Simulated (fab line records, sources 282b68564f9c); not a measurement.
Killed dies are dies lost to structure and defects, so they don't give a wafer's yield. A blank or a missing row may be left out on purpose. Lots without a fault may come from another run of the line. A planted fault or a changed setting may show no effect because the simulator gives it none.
fab line records | flow rit_cmos
record lots=6 wafers=18 last_day=7
route steps=202 shown ACTIVE@1 FOX1@20 FOX2@23 M1@202
lots that met no fault: from a run of the same line without faults
start_h: hours from the record's first day to the start of the lot's first wafer shown | wait_h: hours since the lot's step before | " the same as in the row above | L1.1+2: a row that stands for several wafers | - no value, or no start given | * or withheld: withheld | < > ~ a bound
route shown NAME@n: a module of which the file shows steps, and the number in the route of the first | usual: mean/standard deviation of fault-free wafers | same: alike in all rows | chamber/n: place in a boat | sites: the reading at each site | _std_site: their standard deviation | _edge_site: outer sites' mean less inner sites' | radius_mm: how far each site lies from the wafer's centre | mask NAME#n: copy n | behind: the tool/chamber that last shaped the wafer | hold: why the lot was held/for how many hours/how that ended | device: the transistor (n, p or np) that didn't switch | end of line: the same wafers' tests at the end of the route | a step without rows: its recipe alone | killed: dies lost to structure and defects at the first sort, not the wafer's yield | map: a wafer's dies, x killed, . not, _ none there
set.NAME: the setting as run; set.NAME@STEP: as run at that earlier step | model.NAME: the simulator's own value behind a step, which no gauge read
lots at some steps of the route; a table a step, a row a wafer
services: from which hour (start_h, from the record's first day; less than 0 if before it) a tool's chamber was out of use, for how many hours, and why
## steps
# step RIT_ACTIVE_BOW_MEAS_00
# recipe mode=bow
# usual INCOMING_BOW=0/7
# columns lot.wafer tool chamber start_h wait_h INCOMING_BOW[um]
L768.1 film_metro-03 - 25.00 - -6
L768.2 " - " " -8
L768.3 " - " " 0
L770.1 film_metro-01 - 35.00 - 1
L770.3 " - " " -11
L770.6 " - " " 1
L776.2 film_metro-02 - 65.02 - 9
L776.3 " - " " -1
L776.4 " - " " 0
L780.2 film_metro-02 - 85.02 - 4
L780.5 " - " " 9
L780.6 " - " " 2
L782.1 film_metro-03 - 95.00 - 3
L782.4 " - " " 0
L782.6 " - " " -1
L788.1 film_metro-01 - 125.00 - -1
L788.2 " - " " -4
L788.5 " - " " -11
# step RIT_ACTIVE_OXIDATION_01
# recipe temp_c=1000 ambient=O2 target_thk_a=468 ox_time_s=3202
# usual spike_tc_source_C=1025.6/1.5
# columns lot.wafer tool chamber start_h wait_h spike_tc_source_C model.SiO2_of_ACTIVE_OXIDATION_01.thk_nm
L768.1 furnace-01 0 25.12 0.1 1026.9 43.94
L768.2 " 0 " " 1026.7 44.25
L768.3 " 0 " " 1024.2 45.3
L770.1 furnace-01 0 35.12 0.1 1023.2 37.94
L770.3 " 0 " " 1023.9 36.33
L770.6 " 0 " " 1027.5 37.53
L776.2 furnace-01 0 65.12 0.1 1024.1 42.92
L776.3 " 0 " " 1023.5 42.09
L776.4 " 0 " " 1024.9 41.78
L780.2 furnace-04 0 85.12 0.1 1026.1 46.81
L780.5 " 0 " " 1023.2 46.93
L780.6 " 0 " " 1025.1 46.13
L782.1 furnace-04 0 95.12 0.1 1025.0 47
L782.4 " 0 " " 1025.3 46.74
L782.6 " 0 " " 1025.1 46.83
L788.1 furnace-04 0 125.12 0.1 1025.4 47.16
L788.2 " 0 " " 1024.5 46.14
L788.5 " 0 " " 1025.3 46.52
# step RIT_ACTIVE_THK_MEAS_02
# recipe reads=SiO2_of_ACTIVE_OXIDATION_01
# usual ACTIVE_OXIDE_THK=45.5/0.98
# columns lot.wafer tool chamber start_h wait_h ACTIVE_OXIDE_THK[nm]
L768.1 film_metro-03 - 27.05 0.0 43.9
L768.2 " - " " 44.3
L768.3 " - " " 45.3
L770.1 film_metro-01 - 37.05 0.0 38.0
L770.3 " - " " 36.3
L770.6 " - " " 37.5
L776.2 film_metro-02 - 67.06 0.0 43.0
L776.3 " - " " 42.1
L776.4 " - " " 41.8
L780.2 film_metro-03 - 87.06 0.0 46.8
L780.5 " - " " 46.9
L780.6 " - " " 46.1
L782.1 film_metro-02 - 97.05 0.0 47.0
L782.4 " - " " 46.8
L782.6 " - " " 46.9
L788.1 film_metro-02 - 127.05 0.0 47.1
L788.2 " - " " 46.1
L788.5 " - " " 46.5
# step RIT_ACTIVE_CVD_03
# recipe material=Si3N4 target_thk_nm=150 temp_c=810 precursor=SiH2Cl2/NH3 time_s=1500 pressure_mtorr=300 sih2cl2_flow_sccm=60 nh3_flow_sccm=150
# step RIT_ACTIVE_THK_MEAS_04
# recipe reads=Si3N4_of_ACTIVE_CVD_03
# usual ACTIVE_NITRIDE_THK=150.2/1.4
# columns lot.wafer tool chamber start_h wait_h ACTIVE_NITRIDE_THK[nm]
L768.1 film_metro-02 - 28.69 0.0 150.8
L768.2 " - " " 151.0
L768.3 " - " " 148.8
L770.1 film_metro-03 - 39.72 0.0 151.2
L770.3 " - " " 151.7
L770.6 " - " " 151.9
L776.2 film_metro-01 - 68.54 0.0 150.1
L776.3 " - " " 150.1
L776.4 " - " " 149.4
L780.2 film_metro-02 - 88.54 0.0 151.8
L780.5 " - " " 149.9
L780.6 " - " " 150.0
L782.1 film_metro-02 - 99.24 0.0 149.3
L782.4 " - " " 148.7
L782.6 " - " " 150.0
L788.1 film_metro-03 - 128.53 0.0 148.2
L788.2 " - " " 150.6
L788.5 " - " " 149.8
# step RIT_ACTIVE_HMDS_05
# recipe prime_time_s=60 prime_temp_c=140
# step RIT_ACTIVE_COAT_06
# recipe resist=NOVOLAK spin_rpm=3188 resist_thk_nm=1000
# step RIT_ACTIVE_SOFTBAKE_07
# recipe resist=NOVOLAK temp_c=90 time_s=60
# step RIT_ACTIVE_EXPOSE_08
# recipe mask_id=M1 na=0.6 source_shape=conventional sigma_outer=0.6 target_cd_nm=1400 dose_mj=225
# step RIT_ACTIVE_PEB_09
# recipe resist=NOVOLAK temp_c=withheld time_s=withheld
# step RIT_ACTIVE_DEVELOP_10
# recipe resist=NOVOLAK develop_time_s=50 dev_temp_c=23
# step RIT_ACTIVE_CD_MEAS_11
# recipe target_cd_nm=1400
# usual cd_nm=1401.1/2.2
# columns lot.wafer tool chamber start_h wait_h cd_nm
L768.1 cd_sem-02 - 29.72 - 1402.0
L768.2 " - " " 1401.0
L768.3 " - " " 1402.9
L770.1 cd_sem-02 - 40.77 - 1398.6
L770.3 " - " " 1399.6
L770.6 " - " " 1401.7
L776.2 cd_sem-01 - 69.46 - 1402.0
L776.3 " - " " 1403.8
L776.4 " - " " 1402.0
L780.2 cd_sem-02 - 89.58 - 1400.3
L780.5 " - " " 1399.6
L780.6 " - " " 1401.3
L782.1 cd_sem-02 - 100.27 - 1404.9
L782.4 " - " " 1404.4
L782.6 " - " " 1406.7
L788.1 cd_sem-02 - 129.46 - 1400.8
L788.2 " - " " 1399.5
L788.5 " - " " 1400.3
# step RIT_ACTIVE_HARDBAKE_12
# recipe resist=NOVOLAK temp_c=140 time_s=60
# step RIT_ACTIVE_ETCH_13
# recipe stop_on=SiO2 chemistry=SF6 target=Si3N4 time_s=210 over_etch_frac=0.4 SF6_flow_sccm=200 pressure_mtorr=260 rf_w=125 target_depth_a=2100
# usual drypump_motor_current_A=5.7/0.44 oes_product_au=0.819/0.013 throttle_valve_pct=7.53/0.084
# columns lot.wafer tool chamber start_h wait_h drypump_motor_current_A oes_product_au rf_hours_counter_h throttle_valve_pct
L768.1 rie_diel-04 1 29.99 0.1 6.1 0.831 128 7.52
L768.2 " 3 " " 6.1 0.829 30 7.65
L768.3 " 0 " " 6.1 0.801 29 7.37
L770.1 rie_diel-02 1 41.04 0.1 5.8 0.819 110 7.60
L770.3 " 3 " " 6.2 0.821 130 7.46
L770.6 " 3 " " 6.2 0.816 - 7.47
L776.2 rie_diel-01 2 69.71 0.1 5.2 0.839 33 7.44
L776.3 " 1 " " 5.9 0.811 65 7.57
L776.4 " 0 " " 4.8 0.811 26 7.68
L780.2 rie_diel-02 0 89.83 0.1 5.7 0.827 2 7.50
L780.5 " 3 " " 6.2 0.806 - 7.46
L780.6 " 2 " " 5.4 0.836 - 7.55
L782.1 rie_diel-01 2 100.54 0.1 5.2 0.833 33 7.45
L782.4 " 1 " " 5.9 0.808 66 7.54
L782.6 " 2 " " 5.2 0.843 - 7.46
L788.1 rie_diel-04 2 129.73 0.1 5.4 0.817 6 7.51
L788.2 " 1 " " 6.1 0.835 130 7.51
L788.5 " 3 " " 6.1 0.819 - 7.64
# step RIT_ACTIVE_STRIP_14
# recipe chemistry=O2 time_s=180 resist=NOVOLAK platen_temp_c=withheld power_w=500 pressure_mtorr=4000 o2_flow_sccm=4000
# usual drypump_motor_current_A=5.7/0.51
# columns lot.wafer tool chamber start_h wait_h drypump_motor_current_A rf_hours_counter_h
L768.1 plasma_asher-01 1 30.12 0.1 5.5 42
L768.2 " 0 " " 5.0 42
L768.3 " 1 " " 5.5 -
L770.1 plasma_asher-03 1 41.18 0.1 5.7 38
L770.3 " 1 " " 5.7 -
L770.6 " 0 " " 6.5 -
L776.2 plasma_asher-03 1 69.84 0.1 5.7 41
L776.3 " 0 " " 6.4 -
L776.4 " 1 " " 5.7 -
L780.2 plasma_asher-03 1 89.97 0.1 5.7 43
L780.5 " 0 " " 6.4 -
L780.6 " 1 " " 5.7 -
L782.1 plasma_asher-01 1 100.68 0.1 5.5 50
L782.4 " 0 " " 5.0 -
L782.6 " 0 " " 5.0 -
L788.1 plasma_asher-02 1 129.87 0.1 6.0 50
L788.2 " 0 " " 6.2 50
L788.5 " 1 " " 6.0 -
# step RIT_ACTIVE_CD_MEAS_90
# recipe target_cd_nm=1400
# usual cd_nm=1401.1/2.1
# columns lot.wafer tool chamber start_h wait_h cd_nm
L768.1 cd_sem-02 - 30.30 0.1 1402.6
L768.2 " - " " 1401.1
L768.3 " - " " 1402.7
L770.1 cd_sem-02 - 41.35 0.1 1399.4
L770.3 " - " " 1399.8
L770.6 " - " " 1401.6
L776.2 cd_sem-02 - 70.04 0.1 1402.2
L776.3 " - " " 1404.0
L776.4 " - " " 1401.7
L780.2 cd_sem-02 - 90.16 0.1 1400.2
L780.5 " - " " 1399.8
L780.6 " - " " 1401.3
L782.1 cd_sem-02 - 100.85 0.1 1404.9
L782.4 " - " " 1404.4
L782.6 " - " " 1406.1
L788.1 cd_sem-01 - 130.04 0.1 1400.4
L788.2 " - " " 1399.1
L788.5 " - " " 1400.3
# step RIT_ACTIVE_CLEAN_15
# recipe chemistry=SC1 mix=3:3:50 time_s=600 temp_c=75
# step RIT_ACTIVE_CLEAN_16
# recipe chemistry=dHF dilution=50:1 time_s=30
# step RIT_ACTIVE_CLEAN_17
# recipe chemistry=SC2 mix=3:3:50 time_s=600 temp_c=75 dry=n2_spin
# step RIT_FOX1_OXIDATION_00
# recipe temp_c=1100 ambient=H2O target_thk_a=3507 p_h2o_torr=720 ox_time_s=1130
# step RIT_FOX1_THK_MEAS_01
# recipe reads=SiO2_of_FOX1_OXIDATION_00
# usual FOX1_OXIDE_THK=347/6.3
# columns lot.wafer tool chamber start_h wait_h FOX1_OXIDE_THK[nm]
L768.1 film_metro-02 - 33.37 0.0 348
L768.2 " - " " 347
L768.3 " - " " 350
L770.1 film_metro-01 - 43.73 0.0 340
L770.3 " - " " 340
L770.6 " - " " 345
L776.2 film_metro-01 - 71.86 0.0 354
L776.3 " - " " 353
L776.4 " - " " 352
L780.2 film_metro-01 - 91.95 0.0 347
L780.5 " - " " 346
L780.6 " - " " 337
L782.1 film_metro-02 - 102.67 0.0 351
L782.4 " - " " 353
L782.6 " - " " 352
L788.1 film_metro-02 - 131.84 0.0 342
L788.2 " - " " 354
L788.5 " - " " 353
# step RIT_FOX1_WET_ETCH_02
# recipe chemistry=BOE target_depth_nm=350 time_s=390 temp_c=21.5 dry=n2_spin dilution=10:1 target=SiO2
# step RIT_FOX2_OXIDATION_00
# recipe temp_c=1100 ambient=H2O target_thk_a=3507 p_h2o_torr=720 ox_time_s=1130
# step RIT_FOX2_THK_MEAS_01
# recipe reads=SiO2_of_FOX2_OXIDATION_00
# usual FOX2_OXIDE_THK=350/6.6
# columns lot.wafer tool chamber start_h wait_h FOX2_OXIDE_THK[nm]
L768.1 film_metro-04 - 34.86 0.0 348
L768.2 " - " " 343
L768.3 " - " " 339
L770.1 film_metro-04 - 45.23 0.0 350
L770.3 " - " " 350
L770.6 " - " " 346
L776.2 film_metro-04 - 73.35 0.0 343
L776.3 " - " " 349
L776.4 " - " " 344
L780.2 film_metro-01 - 93.44 0.0 354
L780.5 " - " " 351
L780.6 " - " " 355
L782.1 film_metro-01 - 104.17 0.0 357
L782.4 " - " " 362
L782.6 " - " " 353
L788.1 film_metro-01 - 133.37 0.0 347
L788.2 " - " " 345
L788.5 " - " " 347
# step RIT_FOX2_CLEAN_02
# recipe chemistry=dHF dilution=50:1 time_s=180
# step RIT_FOX2_WET_ETCH_03
# recipe chemistry=H3PO4 target=Si3N4 target_depth_nm=195 temp_c=165 time_s=2700
# columns lot.wafer tool chamber start_h wait_h model.SiO2_of_ACTIVE_OXIDATION_01.thk_nm
L768.1 wet_bench-04 1 34.98 0.0 39.18
L768.2 " 1 " " 39.47
L768.3 " 1 " " 39.19
L770.1 wet_bench-04 3 45.35 0.0 33.59
L770.3 " 3 " " 30.55
L770.6 " 3 " " 31.61
L776.2 wet_bench-03 3 73.47 0.0 38.09
L776.3 " 3 " " 36.08
L776.4 " 3 " " 34.36
L780.2 wet_bench-03 1 93.55 0.0 40.36
L780.5 " 1 " " 40.21
L780.6 " 1 " " 40.9
L782.1 wet_bench-03 1 104.29 0.0 41.8
L782.4 " 1 " " 40.31
L782.6 " 1 " " 41.68
L788.1 wet_bench-03 3 133.49 0.0 40.92
L788.2 " 3 " " 41.01
L788.5 " 3 " " 41.35
# step RIT_FOX2_THK_MEAS_90
# recipe reads=SiO2_of_FOX2_OXIDATION_00
# usual FIELD_OXIDE_LEFT_1_THK=323/6.6
# columns lot.wafer tool chamber start_h wait_h FIELD_OXIDE_LEFT_1_THK[nm]
L768.1 film_metro-04 - 35.73 0.0 320
L768.2 " - " " 315
L768.3 " - " " 312
L770.1 film_metro-04 - 46.17 0.0 322
L770.3 " - " " 322
L770.6 " - " " 318
L776.2 film_metro-03 - 74.23 0.0 316
L776.3 " - " " 321
L776.4 " - " " 316
L780.2 film_metro-03 - 94.32 0.0 327
L780.5 " - " " 324
L780.6 " - " " 328
L782.1 film_metro-01 - 105.05 0.0 330
L782.4 " - " " 335
L782.6 " - " " 326
L788.1 film_metro-04 - 134.24 0.0 319
L788.2 " - " " 318
L788.5 " - " " 320
# step RIT_M1_PROBE_99
# usual killed_at_front_end=7.3/2.9 killed_dies=7.3/3 killed_open=3.6/1.8 killed_short=3.7/2.1
# same gross_dies=264 killed_at_M0_to_M3=0 killed_at_M4_up=0 killed_at_back_side=0 killed_at_contacts=0 killed_at_other=0
# columns lot.wafer tool chamber start_h wait_h killed_at_front_end killed_dies killed_open killed_short model.etest.nldd.width_nm model.etest.pldd.width_nm model.etest.nplus_sal.width_nm model.etest.pplus_sal.width_nm model.etest.nmos_narrow.drive_ua_um model.etest.pmos_narrow.drive_ua_um model.etest.cap_n_gate.c_min_ff_um2
L768.1 prober-01 - 73.71 0.1 4 4 2 2 3209 3215 3456 3466 228.3 104.7 2.361
L768.2 prober-01 - 73.76 0.1 0 0 0 0 3216 3213 3470 3455 228.5 105.8 2.369
L768.3 prober-01 - 73.81 0.2 4 4 2 2 3195 3208 3475 3458 225.3 102.7 2.361
L770.1 prober-01 - 84.25 0.1 8 8 5 3 3288 3268 3493 3484 248.1 108.4 2.35
L770.3 prober-01 - 84.35 0.2 13 13 4 9 3285 3291 3525 3520 255.4 108.4 2.35
L770.6 prober-01 - 84.50 0.2 9 9 5 4 3283 3260 3494 3509 252.5 108.6 2.364
L776.2 prober-01 - 113.84 0.1 7 7 4 3 3220 3234 3485 3469 241.2 105.8 2.376
L776.3 prober-01 - 113.89 0.2 6 6 3 3 3230 3236 3479 3472 245.7 109.2 2.389
L776.4 prober-01 - 113.94 0.2 1 1 1 0 3229 3230 3475 3469 240.6 106.6 2.363
L780.2 prober-01 - 134.13 0.1 7 7 4 3 3182 3166 3408 3424 219.7 97.28 2.384
L780.5 prober-01 - 134.28 0.2 4 4 2 2 3170 3177 3422 3440 216.9 95.5 2.377
L780.6 prober-01 - 134.33 0.2 6 6 2 4 3190 3196 3460 3487 223.3 97.43 2.381
L782.1 prober-01 - 143.43 0.1 3 3 2 1 3171 3155 3433 3440 223.9 100 2.349
L782.4 prober-01 - 143.58 0.2 7 7 5 2 3156 3184 3447 3459 218.8 97.04 2.366
L782.6 prober-01 - 143.68 0.2 6 6 3 3 3199 3172 3444 3472 221.4 99.87 2.371
L788.1 prober-01 - 171.78 0.1 12 12 3 8 3189 3202 3461 3463 217.3 95.71 2.372
L788.2 prober-01 - 171.83 0.1 9 9 4 5 3198 3193 3460 3469 213.7 96.06 2.345
L788.5 prober-01 - 171.98 0.2 7 7 3 2 3199 3188 3460 3448 215.3 94.79 2.36
# killed by level:class
L768.1 FOX1:geometric_particle:open=1 FOX1:geometric_particle:short=1 GATE:geometric_particle:short=1 REOX:geometric_particle:open=1
L768.3 FOX1:geometric_particle:short=1 FOX2:geometric_particle:open=1 GATE:geometric_particle:open=1 REOX:geometric_particle:short=1
L770.1 REOX:geometric_particle:short=3 FOX1:geometric_particle:open=2 GATE:geometric_particle:open=2 REOX:geometric_particle:open=1
L770.3 GATE:geometric_particle:short=5 FOX1:geometric_particle:short=2 GATE:geometric_particle:open=2 SILICIDE:geometric_particle:short=2 SPACER:geometric_particle:open=1 SILICIDE:geometric_particle:open=1
L770.6 REOX:geometric_particle:short=3 SPACER:geometric_particle:open=2 FOX1:geometric_particle:short=1 FOX1:geometric_particle:open=1 GATE:geometric_particle:open=1 SILICIDE:geometric_particle:open=1
L776.2 FOX2:geometric_particle:short=2 REOX:geometric_particle:open=2 FOX2:geometric_particle:open=1 SPACER:geometric_particle:short=1 SILICIDE:geometric_particle:open=1
L776.3 FOX1:geometric_particle:short=1 FOX2:geometric_particle:open=1 GATE:geometric_particle:short=1 REOX:geometric_particle:open=1 SPACER:geometric_particle:short=1 SPACER:geometric_particle:open=1
L776.4 FOX2:geometric_particle:open=1
L780.2 GATE:geometric_particle:open=4 FOX2:geometric_particle:short=1 GATE:geometric_particle:short=1 REOX:geometric_particle:short=1
L780.5 GATE:geometric_particle:short=2 GATE:geometric_particle:open=1 SILICIDE:geometric_particle:open=1
L780.6 GATE:geometric_particle:short=2 FOX1:geometric_particle:short=1 FOX2:geometric_particle:short=1 SPACER:geometric_particle:open=1 SILICIDE:geometric_particle:open=1
L782.1 FOX2:geometric_particle:open=1 REOX:geometric_particle:short=1 SPACER:geometric_particle:open=1
L782.4 GATE:geometric_particle:open=2 FOX1:geometric_particle:short=1 REOX:geometric_particle:open=1 SPACER:geometric_particle:open=1 SPACER:geometric_particle:short=1 SILICIDE:geometric_particle:open=1
L782.6 SPACER:geometric_particle:short=2 GATE:geometric_particle:open=1 REOX:geometric_particle:open=1 REOX:geometric_particle:short=1 SPACER:geometric_particle:open=1
L788.1 GATE:geometric_particle:short=4 FOX1:geometric_particle:short=1 FOX2:geometric_particle:short=1 FOX2:geometric_particle:open=1 GATE:geometric_particle:open=1 REOX:geometric_particle:open=1 REOX:geometric_particle:short=1 SILICIDE:geometric_particle:short=1
L788.2 GATE:geometric_particle:short=3 FOX1:geometric_particle:open=2 GATE:geometric_particle:open=2 FOX1:geometric_particle:short=1 SPACER:geometric_particle:short=1
L788.5 FOX1:geometric_particle:short=2 GATE:geometric_particle:open=2 NLDD:coat_microbubble_printed=2 SILICIDE:geometric_particle:open=1
## services
# columns tool chamber start_h hours kind
plasma_asher-01 - 4.49 6.7 repair
rie_diel-02 0 7.52 - clean
rie_diel-02 0 7.52 16.1 scheduled_down
rie_diel-02 0 7.52 16.1 vent_cycle
wet_bench-04 - 13.18 5.0 repair
rie_diel-01 3 32.95 7.7 repair
wet_bench-03 - 48.20 10.9 repair
furnace-04 - 62.15 3.7 pm
wet_bench-03 - 68.62 2.3 repair
rie_diel-01 - 76.42 1.5 repair
rie_diel-02 0 104.64 8.5 repair
plasma_asher-01 - 108.75 9.0 pm
plasma_asher-01 0 108.75 9.0 vent_cycle
plasma_asher-01 1 108.75 9.0 vent_cycle
plasma_asher-01 0 117.75 - clean
plasma_asher-01 1 117.75 - clean
rie_diel-01 - 124.38 4.3 pm
plasma_asher-03 - 127.60 15.7 repair
furnace-04 - 133.37 3.8 pm
## key
first_sign step=RIT_ACTIVE_THK_MEAS_02 reading=ACTIVE_OXIDE_THK direction=down sigmas=5.8 usual=45.5 struck=39.8
effect none on later readings
model_effect step=RIT_ACTIVE_OXIDATION_01 value=SiO2_of_ACTIVE_OXIDATION_01.thk_nm without=45.16 struck=39.77
model_effect step=RIT_FOX2_WET_ETCH_03 value=SiO2_of_ACTIVE_OXIDATION_01.thk_nm without=38.83 struck=34.05
model_effect step=RIT_M1_PROBE_99 value=etest.nldd.width_nm without=3208 struck=3256
met_at RIT_ACTIVE_OXIDATION_01
struck_wafers L770.1,L770.3,L770.6,L776.2,L776.3,L776.4
tester_left_out L770,L776
onset_between 25.12 35.12
fault kind=process_parameter_drift tool=furnace-01 chamber=- onset_h=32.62 steps=RIT_ACTIVE_OXIDATION_01 channel=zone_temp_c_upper offset=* shape=step end_h=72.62
# tester_left_out: of these lots the tester's yield and bins aren't shown, on N5 and GAA mostly nor the transistor test; their killed dies are dies lost to structure and defects alone, not to doping, threshold or leakage, so they don't give the yield
